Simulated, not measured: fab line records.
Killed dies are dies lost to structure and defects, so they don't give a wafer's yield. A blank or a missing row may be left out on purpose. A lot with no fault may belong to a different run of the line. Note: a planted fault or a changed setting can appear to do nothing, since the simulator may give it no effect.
fab line records ; flow berkeley_cmos170
[record] lots = 14; wafers = 42; last_day = 16
route steps=331 shown PWELL@48 CONTACT@218 M2@278 M3@327
lots untouched by any fault: they come from a run of this same line in which no faults occurred
start_h: hours from the record's opening day to when the first of the lot's shown wafers began ; wait_h: time in hours since the lot's previous step ; " unchanged from the row above ; L1.1+2: a single row standing in for several wafers ; - no value, or no start was given ; * or withheld: withheld ; < > ~ a bound
route shown NAME@n: a module of which the file shows steps, and the number in the route of the first ; usual: average and standard deviation across the fault-free wafers ; same: alike in all rows ; chamber/n: place in a boat ; sites: readings site by site ; _std_site: their standard deviation ; _edge_site: outer sites' mean less inner sites' ; radius_mm: how far each site lies from the wafer's centre ; mask NAME#n: copy n ; behind: the last tool/chamber to shape the wafer ; hold: why the lot went on hold/how many hours it stayed there/how the hold came to an end ; device: transistor that didn't switch, given as n, p or np ; end of line: tests of these same wafers at the route's end ; where a step has no rows: the recipe by itself ; killed: count of dies lost to structure and defects at first sort (not the wafer's yield) ; map: shows each die of a wafer: x if killed, . if not, _ if none is there
set.NAME: the run value of the setting; set.NAME@STEP: its run value at that earlier step ; model.NAME: the simulator's own value behind a step, which no gauge read
steps of the route over a sample of lots; a table a step, a row a wafer
services: the hour from which a tool's chamber was out of use, counted from the record's first day as start_h (under 0 if before that day), plus the number of hours and why
[[steps]]
[step UCB170_PWELL_ETCH_14]
[recipe] chemistry = CH3F/Ar/O2; target = Si3N4; stop_on = SiO2; CH3F_flow_sccm = 20; Ar_flow_sccm = 50; O2_flow_sccm = 7; pressure_mtorr = 50; rf_w = 450; target_depth_a = 2420; over_etch_frac = 0.1; time_s = 151
[usual] O2_flow_sccm = 6.999/0.022; drypump_motor_current_A = 5.8/0.43; oes_product_au = 0.945/0.014; throttle_valve_pct = 8.03/0.11
lot.wafer;tool;chamber;start_h;wait_h;O2_flow_sccm;drypump_motor_current_A;oes_product_au;rf_hours_counter_h;throttle_valve_pct
L269.1;rie_diel-01;1;57.59;0.0;6.984;5.4;0.947;168;8.11
L269.2;rie_diel-01;3;57.59;0.0;6.992;5.8;0.952;10;8.03
L269.4;rie_diel-01;2;57.59;0.0;7.033;5.5;0.955;152;8.00
L270.1;rie_diel-04;2;66.86;0.0;7.000;5.9;0.935;103;8.15
L270.3;rie_diel-04;3;66.86;0.0;6.973;6.6;0.943;146;7.80
L270.6;rie_diel-04;2;66.86;0.0;6.966;5.9;0.948;-;8.16
L272.1;rie_diel-03;2;75.03;0.0;6.998;5.6;0.921;76;8.08
L272.5;rie_diel-03;1;75.03;0.0;7.012;5.7;0.954;-;8.12
L272.6;rie_diel-03;2;75.03;0.0;6.981;5.6;0.928;-;8.09
L273.2;rie_diel-03;3;81.49;0.0;6.987;5.3;0.943;40;8.12
L273.3;rie_diel-03;0;81.49;0.0;6.963;5.8;0.944;112;7.88
L273.6;rie_diel-03;0;81.49;0.0;6.945;5.8;0.948;-;7.87
L276.2;rie_diel-04;1;87.96;0.0;7.010;5.2;0.939;50;8.05
L276.3;rie_diel-04;0;87.96;0.0;7.018;6.7;0.939;1;8.11
L276.4;rie_diel-04;2;87.96;0.0;7.029;5.9;0.936;105;8.14
L277.3;rie_diel-01;2;100.01;0.0;7.017;5.5;0.953;155;8.00
L277.4;rie_diel-01;1;100.01;0.0;7.023;5.4;0.944;0;8.10
L277.6;rie_diel-01;0;100.01;0.0;6.984;5.9;0.979;-;7.94
L279.1;rie_diel-03;3;115.47;0.0;6.991;5.3;0.944;42;8.15
L279.2;rie_diel-03;1;115.47;0.0;6.980;5.7;0.958;128;8.11
L279.6;rie_diel-03;2;115.47;0.0;7.004;5.6;0.928;-;8.09
L282.1;rie_diel-04;1;125.11;0.0;6.993;5.2;0.940;52;8.05
L282.2;rie_diel-04;3;125.11;0.0;7.010;6.6;0.936;149;7.81
L282.4;rie_diel-04;0;125.11;0.0;7.023;6.7;0.936;2;8.13
L286.1;rie_diel-01;0;153.58;0.0;6.994;5.9;0.972;69;7.93
L286.3;rie_diel-01;0;153.58;0.0;6.998;5.9;0.973;-;7.91
L286.5;rie_diel-01;0;153.58;0.0;7.005;5.9;0.983;-;7.93
L288.1;rie_diel-04;1;154.27;0.0;6.997;5.2;0.947;53;8.03
L288.2;rie_diel-04;3;154.27;0.0;7.000;6.6;0.942;150;7.79
L288.6;rie_diel-04;2;154.27;0.0;6.981;5.9;0.930;-;8.15
L287.1;rie_diel-04;3;154.54;0.0;7.011;6.5;0.942;150;7.82
L287.2;rie_diel-04;2;154.54;0.0;7.015;5.9;0.930;107;8.15
L287.5;rie_diel-04;3;154.54;0.0;6.987;6.5;0.929;-;7.78
L290.1;rie_diel-01;0;161.05;0.0;6.987;5.9;0.974;70;7.94
L290.3;rie_diel-01;2;161.05;0.0;7.010;5.5;0.964;0;8.01
L290.6;rie_diel-01;1;161.05;0.0;7.004;5.4;0.940;-;8.11
L289.1;rie_diel-01;0;161.22;0.0;7.018;5.9;0.979;70;7.93
L289.3;rie_diel-01;2;161.22;0.0;6.981;5.5;0.953;0;8.01
L289.4;rie_diel-01;1;161.22;0.0;7.019;5.4;0.947;3;8.10
L292.1;rie_diel-01;3;181.98;0.0;6.998;5.8;0.955;17;8.04
L292.3;rie_diel-01;0;181.98;0.0;7.024;5.9;0.963;71;7.93
L292.5;rie_diel-01;3;181.98;0.0;7.005;5.8;0.943;-;8.04
[step UCB170_CONTACT_THK_MEAS_02]
[recipe] reads = PSG_of_CONTACT_CVD_01
[usual] CONTACT_PSG_THK = 703/5.9
lot.wafer;tool;chamber;start_h;wait_h;CONTACT_PSG_THK[nm]
L269.1;film_metro-02;-;171.83;0.0;691
L269.2;film_metro-02;-;171.83;0.0;697
L269.4;film_metro-02;-;171.83;0.0;695
L270.1;film_metro-03;-;190.24;0.0;697
L270.3;film_metro-03;-;190.24;0.0;701
L270.6;film_metro-03;-;190.24;0.0;697
L272.1;film_metro-04;-;190.24;0.0;699
L272.5;film_metro-04;-;190.24;0.0;701
L272.6;film_metro-04;-;190.24;0.0;700
L273.2;film_metro-04;-;199.45;0.0;705
L273.3;film_metro-04;-;199.45;0.0;704
L273.6;film_metro-04;-;199.45;0.0;709
L276.2;film_metro-03;-;208.77;0.0;703
L276.3;film_metro-03;-;208.77;0.0;699
L276.4;film_metro-03;-;208.77;0.0;708
L277.3;film_metro-04;-;214.89;0.0;700
L277.4;film_metro-04;-;214.89;0.0;702
L277.6;film_metro-04;-;214.89;0.0;710
L279.1;film_metro-04;-;230.37;0.0;690
L279.2;film_metro-04;-;230.37;0.0;692
L279.6;film_metro-04;-;230.37;0.0;692
L282.1;film_metro-03;-;240.57;0.0;699
L282.2;film_metro-03;-;240.57;0.0;703
L282.4;film_metro-03;-;240.57;0.0;703
L286.1;film_metro-04;-;267.71;0.0;703
L286.3;film_metro-04;-;267.71;0.0;701
L286.5;film_metro-04;-;267.71;0.0;709
L287.1;film_metro-02;-;267.71;0.0;704
L287.2;film_metro-02;-;267.71;0.0;695
L287.5;film_metro-02;-;267.71;0.0;702
L288.1;film_metro-03;-;267.71;0.0;704
L288.2;film_metro-03;-;267.71;0.0;703
L288.6;film_metro-03;-;267.71;0.0;704
L289.1;film_metro-03;-;272.99;0.0;700
L289.3;film_metro-03;-;272.99;0.0;703
L289.4;film_metro-03;-;272.99;0.0;696
L290.1;film_metro-03;-;273.99;0.0;700
L290.3;film_metro-03;-;273.99;0.0;695
L290.6;film_metro-03;-;273.99;0.0;691
L292.1;film_metro-02;-;293.03;0.0;707
L292.3;film_metro-02;-;293.03;0.0;716
L292.5;film_metro-02;-;293.03;0.0;714
[step UCB170_M2_STRIP_07]
[recipe] chemistry = O2; power_w = 400; pressure_mtorr = 3500; platen_temp_c = withheld; o2_flow_sccm = 400; overash_fraction = 0.5
[usual] drypump_motor_current_A = 5.6/0.4; oes_product_au = 0.734/0.0045; strip_time_to_endpoint_s = 21.96/0.059
lot.wafer;tool;chamber;start_h;wait_h;drypump_motor_current_A;oes_product_au;rf_hours_counter_h;strip_time_to_endpoint_s
L269.1;plasma_asher-02;1;183.76;0.1;5.1;0.728;48;21.91
L269.2;plasma_asher-02;0;183.76;0.1;6.3;0.730;48;21.93
L269.4;plasma_asher-02;1;183.76;0.1;5.1;0.736;-;21.89
L270.1;plasma_asher-02;0;202.69;0.1;6.3;0.737;51;21.87
L270.3;plasma_asher-02;0;202.69;0.1;6.3;0.736;-;21.87
L270.6;plasma_asher-02;1;202.69;0.1;5.1;0.730;-;21.92
L272.1;plasma_asher-03;1;202.89;0.1;5.5;0.735;42;21.86
L272.5;plasma_asher-03;0;202.89;0.1;5.7;0.744;-;22.00
L272.6;plasma_asher-03;1;202.89;0.1;5.5;0.732;-;21.93
L273.2;plasma_asher-03;0;211.53;0.1;5.7;0.742;43;21.97
L273.3;plasma_asher-03;0;211.53;0.1;5.7;0.726;-;21.99
L273.6;plasma_asher-03;1;211.53;0.1;5.5;0.742;-;21.99
L276.2;plasma_asher-03;1;220.31;0.1;5.5;0.733;44;21.97
L276.3;plasma_asher-03;1;220.31;0.1;5.5;0.736;-;21.94
L276.4;plasma_asher-03;0;220.31;0.1;5.7;0.740;-;21.97
L277.3;plasma_asher-04;1;227.97;0.1;5.3;0.739;-;22.05
L277.4;plasma_asher-04;0;227.97;0.1;6.1;0.727;-;22.00
L277.6;plasma_asher-04;0;227.97;0.1;6.1;0.733;-;21.93
L279.1;plasma_asher-04;1;240.97;0.1;5.3;0.733;49;21.93
L279.2;plasma_asher-04;0;240.97;0.1;6.1;0.737;49;21.96
L279.6;plasma_asher-04;1;240.97;0.1;5.3;0.734;-;21.92
L282.1;plasma_asher-04;1;251.76;0.1;5.3;0.736;51;21.95
L282.2;plasma_asher-04;0;251.76;0.1;6.1;0.737;51;22.03
L282.4;plasma_asher-04;0;251.76;0.1;6.1;0.732;-;21.97
L287.1;plasma_asher-03;1;367.12;0.1;5.5;0.731;59;21.98
L287.2;plasma_asher-03;0;367.12;0.1;5.7;0.737;59;22.02
L287.5;plasma_asher-03;0;367.12;0.1;5.7;0.737;-;22.00
L286.1;plasma_asher-04;1;367.77;0.1;5.3;0.730;61;22.01
L286.3;plasma_asher-04;0;367.77;0.1;6.1;0.740;-;22.02
L286.5;plasma_asher-04;1;367.77;0.1;5.3;0.734;-;22.02
L289.1;plasma_asher-02;1;368.30;0.1;5.1;0.733;69;21.94
L289.3;plasma_asher-02;1;368.30;0.1;5.1;0.737;-;21.91
L289.4;plasma_asher-02;0;368.30;0.1;6.2;0.736;-;22.01
L290.1;plasma_asher-02;1;369.58;0.1;5.1;0.726;69;22.01
L290.3;plasma_asher-02;0;369.58;0.1;6.2;0.735;-;22.03
L290.6;plasma_asher-02;0;369.58;0.1;6.3;0.735;-;22.03
L288.1;plasma_asher-03;0;370.10;0.1;5.7;0.737;59;21.87
L288.2;plasma_asher-03;1;370.10;0.1;5.5;0.741;59;21.85
L288.6;plasma_asher-03;1;370.10;0.1;5.5;0.734;-;21.84
L292.1;plasma_asher-03;1;370.55;0.1;5.5;0.727;59;21.91
L292.3;plasma_asher-03;1;370.55;0.1;5.5;0.729;-;21.92
L292.5;plasma_asher-03;1;370.55;0.1;5.5;0.733;-;21.90
[step UCB170_M3_METAL_ETCH_18]
[recipe] chemistry = Cl2/BCl3; target = Al; stop_on = SiO2; pressure_mtorr = 12; target_depth_a = 11700; over_etch_frac = 0.2884; time_s = 195; icp_w = 600; bias_w = 120; Cl2_flow_sccm = 90; bcl3_flow_sccm = 45
[usual] drypump_motor_current_A = 5.54/0.29; oes_product_au = 0.853/0.016; throttle_valve_pct = 24.39/0.21
lot.wafer;tool;chamber;start_h;wait_h;drypump_motor_current_A;oes_product_au;rf_hours_counter_h;throttle_valve_pct
L269.1;rie_metal-03;1;192.13;-;5.49;0.860;5;24.07
L269.2;rie_metal-03;1;192.13;-;5.53;0.866;-;24.09
L269.4;rie_metal-03;1;192.13;-;5.49;0.859;-;24.07
L272.1;rie_metal-02;0;210.96;-;5.63;0.848;5;24.60
L272.5;rie_metal-02;0;210.96;-;5.65;0.849;-;24.60
L272.6;rie_metal-02;1;210.96;-;4.95;0.849;-;24.72
L270.1;rie_metal-01;0;211.16;-;5.96;0.829;7;24.33
L270.3;rie_metal-01;1;211.16;-;5.67;0.882;-;24.45
L270.6;rie_metal-01;0;211.16;-;5.95;0.832;-;24.33
L273.2;rie_metal-02;1;218.05;-;4.95;0.845;2;24.74
L273.3;rie_metal-02;1;218.05;-;4.96;0.837;-;24.75
L273.6;rie_metal-02;0;218.05;-;5.61;0.846;-;24.60
L276.2;rie_metal-03;1;229.25;-;5.51;0.851;7;24.09
L276.3;rie_metal-03;0;229.25;-;5.43;0.866;-;24.28
L276.4;rie_metal-03;1;229.25;-;5.53;0.849;-;24.08
L277.3;rie_metal-03;0;235.84;-;5.43;0.872;-;24.28
L277.4;rie_metal-03;1;235.84;-;5.50;0.853;-;24.07
L277.6;rie_metal-03;1;235.84;-;5.49;0.857;-;24.09
L279.1;rie_metal-02;1;247.85;-;4.96;0.844;3;24.72
L279.2;rie_metal-02;0;247.85;-;5.64;0.842;6;24.60
L279.6;rie_metal-02;1;247.85;-;4.96;0.853;-;24.73
L282.1;rie_metal-01;1;261.62;-;5.64;0.872;11;24.45
L282.2;rie_metal-01;0;261.62;-;5.93;0.830;9;24.34
L282.4;rie_metal-01;0;261.62;-;5.95;0.832;-;24.34
L287.1;rie_metal-01;1;383.32;-;5.65;0.877;13;24.46
L287.2;rie_metal-01;0;383.32;-;5.95;0.842;10;24.33
L287.5;rie_metal-01;1;383.32;-;5.65;0.886;-;24.46
L286.1;rie_metal-02;0;386.98;-;5.65;0.843;10;24.60
L286.3;rie_metal-02;0;386.98;-;5.63;0.837;-;24.61
L286.5;rie_metal-02;0;386.98;-;5.59;0.843;-;24.59
L289.1;rie_metal-01;0;390.12;-;5.96;0.837;10;24.32
L289.3;rie_metal-01;1;390.12;-;5.66;0.878;-;24.45
L289.4;rie_metal-01;0;390.12;-;5.95;0.826;-;24.32
L290.1;rie_metal-02;1;393.82;-;4.95;0.842;7;24.73
L290.3;rie_metal-02;1;393.82;-;4.95;0.840;-;24.73
L290.6;rie_metal-02;1;393.82;-;4.97;0.840;-;24.71
L288.1;rie_metal-03;0;394.00;-;5.46;0.864;4;24.27
L288.2;rie_metal-03;1;394.00;-;5.53;0.857;10;24.10
L288.6;rie_metal-03;0;394.00;-;5.45;0.877;-;24.27
L292.1;rie_metal-01;0;394.37;-;5.94;0.826;11;24.35
L292.3;rie_metal-01;0;394.37;-;5.94;0.822;-;24.33
L292.5;rie_metal-01;1;394.37;-;5.65;0.861;-;24.45
[step UCB170_M3_STRIP_19]
[recipe] chemistry = O2; power_w = 400; pressure_mtorr = 3500; platen_temp_c = withheld; o2_flow_sccm = 400; overash_fraction = 0.5
[usual] drypump_motor_current_A = 5.8/0.5; oes_product_au = 0.547/0.0082
lot.wafer;tool;chamber;start_h;wait_h;drypump_motor_current_A;oes_product_au;rf_hours_counter_h
L269.1;plasma_asher-03;0;192.51;0.3;5.7;0.536;41
L269.2;plasma_asher-03;1;192.51;0.3;5.5;0.538;41
L269.4;plasma_asher-03;0;192.51;0.3;5.7;0.539;-
L272.1;plasma_asher-01;1;211.15;0.1;6.1;0.572;9
L272.5;plasma_asher-01;1;211.15;0.1;6.1;0.559;-
L272.6;plasma_asher-01;0;211.15;0.1;6.5;0.547;-
L270.1;plasma_asher-03;0;211.35;0.1;5.7;0.552;43
L270.3;plasma_asher-03;1;211.35;0.1;5.5;0.549;-
L270.6;plasma_asher-03;1;211.35;0.1;5.5;0.537;-
L273.2;plasma_asher-02;1;218.24;0.1;5.1;0.547;53
L273.3;plasma_asher-02;1;218.24;0.1;5.1;0.536;-
L273.6;plasma_asher-02;0;218.24;0.1;6.3;0.562;-
L276.2;plasma_asher-01;1;229.44;0.1;6.1;0.550;11
L276.3;plasma_asher-01;1;229.44;0.1;6.1;0.546;-
L276.4;plasma_asher-01;0;229.44;0.1;6.5;0.547;-
L277.3;plasma_asher-02;0;236.00;0.1;6.2;0.551;-
L277.4;plasma_asher-02;1;236.00;0.1;5.1;0.546;-
L277.6;plasma_asher-02;1;236.00;0.1;5.1;0.546;-
L279.1;plasma_asher-03;1;248.04;0.1;5.5;0.552;48
L279.2;plasma_asher-03;0;248.04;0.1;5.7;0.563;48
L279.6;plasma_asher-03;0;248.04;0.1;5.7;0.549;-
L282.1;plasma_asher-03;1;261.81;0.1;5.5;0.545;50
L282.2;plasma_asher-03;0;261.81;0.1;5.7;0.543;50
L282.4;plasma_asher-03;0;261.81;0.1;5.7;0.540;-
L287.1;plasma_asher-02;1;383.57;0.2;5.1;0.530;71
L287.2;plasma_asher-02;0;383.57;0.2;6.3;0.546;71
L287.5;plasma_asher-02;1;383.57;0.2;5.1;0.541;-
L286.1;plasma_asher-02;1;387.16;0.1;5.1;0.556;72
L286.3;plasma_asher-02;0;387.16;0.1;6.2;0.561;-
L286.5;plasma_asher-02;0;387.16;0.1;6.2;0.559;-
L289.1;plasma_asher-02;1;390.37;0.2;5.1;0.314;73
L289.3;plasma_asher-02;0;390.37;0.2;6.2;0.542;-
L289.4;plasma_asher-02;1;390.37;0.2;5.0;0.316;-
L290.1;plasma_asher-01;1;394.00;0.1;6.1;0.532;25
L290.3;plasma_asher-01;0;394.00;0.1;6.5;0.545;-
L290.6;plasma_asher-01;1;394.00;0.1;6.2;0.544;-
L288.1;plasma_asher-03;0;394.19;0.1;5.7;0.563;63
L288.2;plasma_asher-03;1;394.19;0.1;5.5;0.554;63
L288.6;plasma_asher-03;0;394.19;0.1;5.7;0.551;-
L292.1;plasma_asher-01;1;394.62;0.2;6.1;0.315;25
L292.3;plasma_asher-01;0;394.62;0.2;6.5;0.312;-
L292.5;plasma_asher-01;0;394.62;0.2;6.5;0.546;-
[step UCB170_M3_CD_MEAS_90]
[recipe] target_cd_nm = 700
[usual] cd_nm = 700.5/2
lot.wafer;tool;chamber;start_h;wait_h;cd_nm
L269.1;cd_sem-02;-;192.61;0.1;700.7
L269.2;cd_sem-02;-;192.61;0.1;699.1
L269.4;cd_sem-02;-;192.61;0.1;700.7
L272.1;cd_sem-01;-;211.32;0.1;699.6
L272.5;cd_sem-01;-;211.32;0.1;700.0
L272.6;cd_sem-01;-;211.32;0.1;698.3
L270.1;cd_sem-02;-;211.45;0.1;699.7
L270.3;cd_sem-02;-;211.45;0.1;700.7
L270.6;cd_sem-02;-;211.45;0.1;699.7
L273.2;cd_sem-02;-;218.36;0.1;699.3
L273.3;cd_sem-02;-;218.36;0.1;700.8
L273.6;cd_sem-02;-;218.36;0.1;699.5
L276.2;cd_sem-02;-;229.56;0.1;702.0
L276.3;cd_sem-02;-;229.56;0.1;699.3
L276.4;cd_sem-02;-;229.56;0.1;702.3
L277.3;cd_sem-01;-;236.11;0.1;696.7
L277.4;cd_sem-01;-;236.11;0.1;696.8
L277.6;cd_sem-01;-;236.11;0.1;696.5
L279.1;cd_sem-02;-;248.14;0.1;700.0
L279.2;cd_sem-02;-;248.14;0.1;700.9
L279.6;cd_sem-02;-;248.14;0.1;697.8
L282.1;cd_sem-02;-;261.91;0.1;705.5
L282.2;cd_sem-02;-;261.91;0.1;699.9
L282.4;cd_sem-02;-;261.91;0.1;701.1
L287.1;cd_sem-02;-;383.67;0.1;700.6
L287.2;cd_sem-02;-;383.67;0.1;699.2
L287.5;cd_sem-02;-;383.67;0.1;702.6
L286.1;cd_sem-02;-;387.30;0.1;702.1
L286.3;cd_sem-02;-;387.30;0.1;702.9
L286.5;cd_sem-02;-;387.30;0.1;701.9
L289.1;cd_sem-02;-;390.47;0.1;676.8
L289.3;cd_sem-02;-;390.47;0.1;702.3
L289.4;cd_sem-02;-;390.47;0.1;680.4
L290.1;cd_sem-02;-;394.10;0.1;701.7
L290.3;cd_sem-02;-;394.10;0.1;700.4
L290.6;cd_sem-02;-;394.10;0.1;700.9
L288.1;cd_sem-01;-;394.29;0.1;702.4
L288.2;cd_sem-01;-;394.29;0.1;698.4
L288.6;cd_sem-01;-;394.29;0.1;701.6
L292.1;cd_sem-02;-;394.72;0.1;680.9
L292.3;cd_sem-02;-;394.72;0.1;680.3
L292.5;cd_sem-02;-;394.72;0.1;702.0
[[services]]
tool;chamber;start_h;hours;kind
rie_metal-01;-;41.19;0.3;repair
plasma_asher-04;-;81.71;3.9;repair
rie_diel-04;0;92.22;4.5;repair
rie_metal-01;1;94.21;2.3;repair
plasma_asher-01;-;108.75;9.0;pm
rie_metal-01;-;111.45;1.6;repair
rie_metal-03;-;112.34;15.6;pm
rie_diel-04;2;117.04;7.3;repair
plasma_asher-03;-;142.97;1.3;repair
plasma_asher-01;-;145.72;2.8;pm
rie_diel-01;1;150.52;4.1;repair
rie_diel-01;-;158.96;0.2;repair
rie_metal-03;-;176.91;2.9;repair
rie_diel-01;-;223.24;0.7;repair
plasma_asher-02;-;229.99;3.3;repair
rie_metal-02;0;240.20;1.0;repair
plasma_asher-01;-;241.71;39.7;repair
rie_metal-03;0;269.60;8.9;repair
plasma_asher-04;-;275.88;3.5;repair
plasma_asher-01;-;277.50;1.1;repair
rie_diel-04;-;286.11;28.1;pm
rie_metal-01;-;304.16;0.3;repair
rie_diel-04;3;352.90;3.2;repair
plasma_asher-03;-;365.42;1.2;repair
[[key]]
[first_sign] step = UCB170_M3_STRIP_19; reading = oes_product_au; direction = down; sigmas = 28; usual = 0.547; struck = 0.314
[effect] step = UCB170_M3_CD_MEAS_90; reading = cd_nm; direction = down; sigmas = 10; usual = 700.5; struck = 679.6
met_at UCB170_M3_METAL_ETCH_18
struck_lots L289,L292
struck_wafers L289.1,L289.4,L292.1,L292.3
not_acting_at UCB170_PWELL_ETCH_14,UCB170_CONTACT_THK_MEAS_02,UCB170_M2_STRIP_07
onset_between 383.32 390.12
[fault] kind = process_parameter_drift; tool = rie_metal-01; chamber = 0; onset_h = 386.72; steps = UCB170_M3_METAL_ETCH_18; channel = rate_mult; offset = 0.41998; shape = step; end_h = 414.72
